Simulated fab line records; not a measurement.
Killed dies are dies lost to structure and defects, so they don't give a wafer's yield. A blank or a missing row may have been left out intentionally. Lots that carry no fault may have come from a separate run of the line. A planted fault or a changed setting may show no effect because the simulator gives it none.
Which of the tools did it? :: flow berkeley-cmos170 :: Sampling: 14 lots, 42 wafers, 3 of 331 route steps

WHAT THE GAUGES SHOWED, per wafer
UCB170_SACOX_THK_MEAS_02. Usual: for SACOX_OXIDE_THK the level is 14.44 nm and the standard deviation is 0.24.
lot: L684
measured: day 6 02:22
on: film-metro-03
SACOX_OXIDE_THK (nm): 14.52 14.39 14.47
flag: 

lot: L688
measured: day 6 19:38
on: film-metro-01
SACOX_OXIDE_THK (nm): 14.22 14.20 14.14
flag: 

lot: L693
measured: day 7 08:51
on: film-metro-03
SACOX_OXIDE_THK (nm): 14.55 14.57 14.50
flag: 

lot: L691
measured: day 7 08:52
on: film-metro-01
SACOX_OXIDE_THK (nm): 14.74 14.71 14.80
flag: 

lot: L690
measured: day 7 08:55
on: film-metro-01
SACOX_OXIDE_THK (nm): 14.86 14.52 14.62
flag: 

lot: L694
measured: day 8 00:46
on: film-metro-01
SACOX_OXIDE_THK (nm): 14.18 14.12 14.20
flag: 

lot: L695
measured: day 8 00:47
on: film-metro-03
SACOX_OXIDE_THK (nm): 14.34 14.35 14.37
flag: 

lot: L698
measured: day 8 13:21
on: film-metro-02
SACOX_OXIDE_THK (nm): 14.27 14.40 14.16
flag: 

lot: L699
measured: day 8 13:21
on: film-metro-01
SACOX_OXIDE_THK (nm): 14.43 14.51 14.17
flag: 

lot: L700
measured: day 9 09:20
on: film-metro-02
SACOX_OXIDE_THK (nm): 14.68 14.69 14.59
flag: 

lot: L704
measured: day 9 22:24
on: film-metro-01
SACOX_OXIDE_THK (nm): 14.51 14.48 14.62
flag: 

lot: L701
measured: day 9 22:25
on: film-metro-03
SACOX_OXIDE_THK (nm): 14.45 14.73 14.80
flag: 

lot: L703
measured: day 9 22:28
on: film-metro-03
SACOX_OXIDE_THK (nm): 14.46 14.60 14.49
flag: 

lot: L705
measured: day 10 07:20
on: film-metro-02
SACOX_OXIDE_THK (nm): 14.39 14.38 14.47
flag: 

UCB170_NVT_OVL_MEAS_06. Usual: for NVT_OVL the level is -2 nm and the standard deviation is 4.6.
lot: L684
measured: day 6 13:39
on: overlay-02
NVT_OVL (nm): -7 -3 -5
flag: 

lot: L688
measured: day 7 06:47
on: overlay-01
NVT_OVL (nm): -2 1 -2
flag: 

lot: L693
measured: day 7 19:43
on: overlay-01
NVT_OVL (nm): -7 -4 -4
flag: 

lot: L691
measured: day 7 19:31
on: overlay-02
NVT_OVL (nm): -4 -4 -6
flag: 

lot: L690
measured: day 7 19:52
on: overlay-02
NVT_OVL (nm): 11 9 8
flag: 

lot: L694
measured: day 8 10:21
on: overlay-01
NVT_OVL (nm): 1 6 1
flag: 

lot: L695
measured: day 8 10:40
on: overlay-02
NVT_OVL (nm): 0 -2 -7
flag: 

lot: L698
measured: day 9 03:45
on: overlay-02
NVT_OVL (nm): -8 -7 -12
flag: 

lot: L699
measured: day 9 03:37
on: overlay-02
NVT_OVL (nm): 4 1 4
flag: 

lot: L700
measured: day 9 21:25
on: overlay-01
NVT_OVL (nm): -1 1 -1
flag: 

lot: L704
measured: day 10 10:13
on: overlay-01
NVT_OVL (nm): -1 -3 -1
flag: 

lot: L701
measured: day 10 09:35
on: overlay-01
NVT_OVL (nm): -7 -2 -7
flag: 

lot: L703
measured: day 10 10:29
on: overlay-01
NVT_OVL (nm): 6 1 -3
flag: 

lot: L705
measured: day 10 20:52
on: overlay-01
NVT_OVL (nm): -2 -4 -11
flag: 

UCB170_GATE_THK_MEAS_05. Usual: for GATE_POLY_THK the level is 214.6 nm and the standard deviation is 2.4.
lot: L684
measured: day 7 06:37
on: film-metro-01
GATE_POLY_THK (nm): 218.5 219.4 219.6
flag: 

lot: L688
measured: day 7 20:11
on: film-metro-03
GATE_POLY_THK (nm): 216.4 213.5 216.1
flag: 

lot: L693
measured: day 8 11:38
on: film-metro-02
GATE_POLY_THK (nm): 217.5 217.7 218.1
flag: 

lot: L691
measured: day 8 11:35
on: film-metro-02
GATE_POLY_THK (nm): 212.4 212.3 210.8
flag: 

lot: L690
measured: day 8 11:35
on: film-metro-01
GATE_POLY_THK (nm): 214.8 215.6 216.6
flag: 

lot: L694
measured: day 8 23:56
on: film-metro-02
GATE_POLY_THK (nm): 214.2 215.0 213.1
flag: 

lot: L695
measured: day 8 23:56
on: film-metro-01
GATE_POLY_THK (nm): 212.5 212.1 213.8
flag: 

lot: L698
measured: day 9 20:28
on: film-metro-02
GATE_POLY_THK (nm): 212.9 213.3 215.2
flag: 

lot: L699
measured: day 9 20:27
on: film-metro-01
GATE_POLY_THK (nm): 212.8 212.4 213.4
flag: 

lot: L700
measured: day 10 14:08
on: film-metro-02
GATE_POLY_THK (nm): 213.0 210.6 212.8
flag: 

lot: L704
measured: day 10 23:53
on: film-metro-02
GATE_POLY_THK (nm): 217.3 216.1 216.2
flag: 

lot: L701
measured: day 10 23:51
on: film-metro-03
GATE_POLY_THK (nm): 214.7 216.7 216.5
flag: 

lot: L703
measured: day 10 23:49
on: film-metro-01
GATE_POLY_THK (nm): 211.8 213.8 211.1
flag: 

lot: L705
measured: day 11 12:49
on: film-metro-03
GATE_POLY_THK (nm): 215.2 215.8 216.5
flag: 

WHAT TOOL EACH LOT RAN ON (gives the tool, then ch and the chambers of the sampled wafers, and finally the start)
The record holds no process step before these readings.

WHAT THE TOOLS THEMSELVES READ (means of the sampled wafers that have a number; where no wafer has one, the mark that the record gives instead)
The record holds no such reading with a usual standard deviation.

THE ANSWER, worked out from the rows above alone
Rule: a lot counts as off when the mean over its wafers that have a number is more than 3 standard deviations away from the usual mean. Also off: a lot with no number at a reading for which 4 or more lots have one. All remaining lots with rows at the step are treated as sound. After the gauges, taken in route order, come the tools' own readings; for these a lot's mean is taken, as printed above. The first step at which some lot is off is used, and at that step the reading that is off furthest; a lot without a number counts as furthest.
No lot is off at any reading shown: from this, nothing can be told.

WHAT THE SIMULATOR HAD INSERTED
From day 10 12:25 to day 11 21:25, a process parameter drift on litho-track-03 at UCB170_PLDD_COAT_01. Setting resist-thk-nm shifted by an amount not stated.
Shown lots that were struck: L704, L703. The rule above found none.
